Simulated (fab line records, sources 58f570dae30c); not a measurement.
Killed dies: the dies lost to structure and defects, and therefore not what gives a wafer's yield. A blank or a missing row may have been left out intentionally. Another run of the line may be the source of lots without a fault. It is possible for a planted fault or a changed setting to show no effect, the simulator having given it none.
Problem report in the 8D (eight disciplines) form, filled by code	flow berkeley-cmos170	the parts of the form that need people (team, actions taken, sign-off) are left out

## 1. THE ISSUE
Wafers without a fault read 0.995 a.u., standard deviation 0.018; oes-product-au at UCB170_M2_ETCH_17 reads a mean of 0.800 a.u. on 6 wafers belonging to 2 lots. Relative to the usual mean, that is a shift of -11 standard deviations.
The step: etches BARC in N2/H2.
Earliest sighting: wafer L162.2 on rie-diel-03 at day 11 14:11. At this step, 42 wafers from 14 lots have a number in the record. The rule behind "out" and "out of limits": a value lying over 4 standard deviations away from the usual mean. Any other wafer with a number is counted as sound.

## 2. WHAT IT IS; WHAT IT IS NOT
question	is	is not
which readings at this step	oes-product-au	bias-w, throttle-valve-pct
which lots	L159, L162	L147, L149, L150, L151, L152, L153, L156, L158, L160, L163, L167, L169
which wafers of those lots	all that have a number	-
read on which tools	rie-diel-03	rie-diel-01, rie-diel-02
when	from day 11 14:11	up to then (24 sound wafers); but 12 sound wafers of L160, L163, L167, L169 came after

## 3. WHAT RULES OUT EACH SUSPECT
Counting: a tool at a process step up to the reading stays a suspect if it ran every lot that is out and no sound lot after the first of them.
- rie-diel-03 at UCB170_M2_ETCH_17 (etches BARC in N2/H2): kept. It ran every lot that is out, first L162 (day 11 14:11), and no sound lot after that; its last sound lot up to then is L158 (day 11 10:25). Its own oes-product-au readings are out on those wafers.
After counting, what remains is rie-diel-03 at UCB170_M2_ETCH_17.

## 4. THE CAUSE (what the simulator had put in)
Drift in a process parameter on rie-diel-03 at UCB170_M2_ETCH_17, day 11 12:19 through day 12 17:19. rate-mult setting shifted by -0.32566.
Only this tool survived the counting.

## 5. THE EFFECT CHAIN, in route order
One row per reading whose mean, taken over the struck wafers that have a number, lies over 3 standard deviations from the usual. Only readings whose record carries a usual standard deviation are examined. hours: median over the lots of the time between each lot's start at the first step of this table that gives one and its start at this step. sigmas: the change, counted in usual standard deviations.
hours	step	reading	usual	on struck wafers	change	sigmas
0	UCB170_M2_ETCH_17	oes-product-au	0.995 a.u.	0.800	-0.195	-11
It contains these process steps:
- UCB170_M2_ETCH_17: etches BARC in N2/H2.

## 6. WHAT WOULD HAVE CAUGHT IT SOONER
2 hours passed between the start of the fault at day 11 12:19 and the first reading out of limits in this record, taken at day 11 14:11.
